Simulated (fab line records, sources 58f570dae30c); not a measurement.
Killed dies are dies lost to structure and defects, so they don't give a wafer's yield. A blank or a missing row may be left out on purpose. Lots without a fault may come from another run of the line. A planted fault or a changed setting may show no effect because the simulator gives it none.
A struck lot beside a sound one | flow berkeley_cmos170 | 27 steps out of a route of 331
Sound: wafers L880.1, L880.3, L880.6. Struck: wafers L866.1, L866.5, L866.6. The cause comes at the end.
At each step with rows: each side's tool, then ch and its chambers, then its first start. Under that, the readings that differ: sound wafers | struck wafers | difference of the means | sigmas: that difference in standard deviations of wafers without a fault.
alike: readings whose means differ by less than 2 such deviations, and words and numbers that are the same on both sides. not compared: withheld readings, readings that some wafer has no value for, bounds like >300 that may hide the same value, and numbers for which the record gives no deviation and whose values overlap.
The two part at a step that has a row with sigmas, a row that says differs or no value, or rows on one side only. Numbers that don't overlap but have no deviation are shown without sigmas and don't part them. A reading that every wafer of one side lacks parts them only if that side has two wafers or more.

first, 4 steps without rows for these wafers: UCB170_M2_SOFTBAKE_11 (time 60 s); UCB170_M2_EXPOSE_12 (exposes mask METAL2, target cd 700 nm); UCB170_M2_PEB_13; UCB170_M2_DEVELOP_14 (develop time 45 s).
UCB170_M2_CD_MEAS_15: target cd 700 nm.
  sound on cd_sem-01, day 12 16:34; struck on cd_sem-01, day 10 11:01
  alike: cd_nm
UCB170_M2_OVL_MEAS_16:
  sound on overlay-02, day 12 16:41; struck on overlay-01, day 10 11:08
  alike: M2_OVL
UCB170_M2_ETCH_17: etches BARC in N2/H2.
  sound on rie_diel-04 ch 0,2,3, day 12 16:43; struck on rie_diel-01 ch 0,3, day 10 11:10
  alike: drypump_motor_current_A, oes_product_au, throttle_valve_pct
UCB170_M2_METAL_ETCH_18: etches Al in Cl2/BCl3, stops on SiO2, target depth 1170 nm, time 195 s.
  sound on rie_metal-01 ch 0,1, day 12 16:45; struck on rie_metal-04 ch 0,1, day 10 11:12
  alike: drypump_motor_current_A, oes_product_au, throttle_valve_pct
  not compared: rf_hours_counter_h
UCB170_M2_STRIP_19: strips in O2.
  sound on plasma_asher-03 ch 0,1, day 12 16:56; struck on plasma_asher-01 ch 0,1, day 10 11:23
  reading               | sound             | struck            | difference | sigmas
  oes_product_au (a.u.) | 0.529 0.534 0.544 | 0.580 0.554 0.578 | +0.035     | +2
  alike: drypump_motor_current_A
  not compared: rf_hours_counter_h
UCB170_M2_CD_MEAS_90: target cd 700 nm.
  sound on cd_sem-01, day 12 17:02; struck on cd_sem-02, day 10 11:29
  alike: cd_nm
UCB170_V2_CVD_00: deposits SiO2 from TEOS/O2, target thk 2000 nm, time 250 s.
  sound on pecvd-03 ch 0,1,2, day 12 17:10; struck on pecvd-03 ch 1,2, day 10 11:37
  alike: heater_power_w
UCB170_V2_THK_MEAS_01:
  sound on film_metro-03, day 12 17:19; struck on film_metro-04, day 10 11:51
  alike: V2_TEOS_THK
UCB170_V2_CMP_02: polishes SiO2.
  sound on cmp-02 ch 1,2,3, day 12 17:26; struck on cmp-02 ch 0,3, day 10 11:55
  reading                             | sound          | struck         | difference | sigmas
  model.SiO2_of_V2_CVD_00.thk_nm (nm) | 1001 1001 1000 | 1345 1344 1343 | +343       |
  alike: motor_current_A, slurry_filter_dp_kPa
UCB170_V2_BOW_MEAS_03:
  sound on film_metro-03, day 12 17:41; struck on film_metro-03, day 10 12:13
  reading     | sound    | struck   | difference | sigmas
  V2_BOW (um) | 40 39 25 | 43 52 48 | +13        | +2
UCB170_V2_THK_MEAS_04:
  sound on film_metro-03, day 12 17:48; struck on film_metro-03, day 10 12:20
  reading              | sound                | struck               | difference | sigmas
  V2_POLISHED_THK (nm) | 1000.8 1001.4 1000.1 | 1344.9 1344.9 1343.3 | +343.6     | +99 or more
then, 7 steps without rows for these wafers: UCB170_V2_CLEAN_05 (cleans in DIW); UCB170_V2_HMDS_06 (prime time 60 s); UCB170_V2_COAT_07 (resist thk 900 nm); UCB170_V2_SOFTBAKE_08 (time 60 s); UCB170_V2_EXPOSE_09 (exposes mask VIA2, target cd 700 nm); UCB170_V2_PEB_10; UCB170_V2_DEVELOP_11 (develop time 45 s).
UCB170_V2_CD_MEAS_12: target cd 700 nm.
  sound on cd_sem-01, day 12 19:01; struck on cd_sem-02, day 10 14:03
  alike: cd_nm
UCB170_V2_OVL_MEAS_13:
  sound on overlay-02, day 12 19:08; struck on overlay-02, day 10 14:10
  alike: V2_OVL
UCB170_V2_ETCH_14: etches SiO2 in CHF3/CF4/Ar, stops on Al, target depth 1250 nm, time 291 s.
  sound on rie_diel-01 ch 0,2,3, day 12 19:10; struck on rie_diel-04 ch 2,3, day 10 14:13
  reading                        | sound             | struck            | difference | sigmas
  oes_product_au (a.u.)          | 0.867 0.868 0.867 | 0.983 0.985 1.028 | +0.131     | +10
  model.etch.depth_nm (nm)       | 1001 1001 1000    | 1244 1229 1248    | +240       |
  model.V2.feature_depth_nm (nm) | 1001 1001 1000    | 1244 1229 1248    | +240       |
  alike: drypump_motor_current_A, throttle_valve_pct
  not compared: rf_hours_counter_h
UCB170_V2_STRIP_15: strips in O2.
  sound on plasma_asher-01 ch 0, day 12 19:20; struck on plasma_asher-02 ch 0,1, day 10 14:23
  alike: drypump_motor_current_A, oes_product_au, strip_time_to_endpoint_s
  not compared: rf_hours_counter_h
UCB170_M3_PROBE_99:
  the record has rows for the struck wafers here (prober-02, day 10 17:58) and none for the sound ones

WHERE THEY PART
First at UCB170_M2_STRIP_19; last, within this record, at UCB170_M3_PROBE_99.

WHY: what the simulator had put in
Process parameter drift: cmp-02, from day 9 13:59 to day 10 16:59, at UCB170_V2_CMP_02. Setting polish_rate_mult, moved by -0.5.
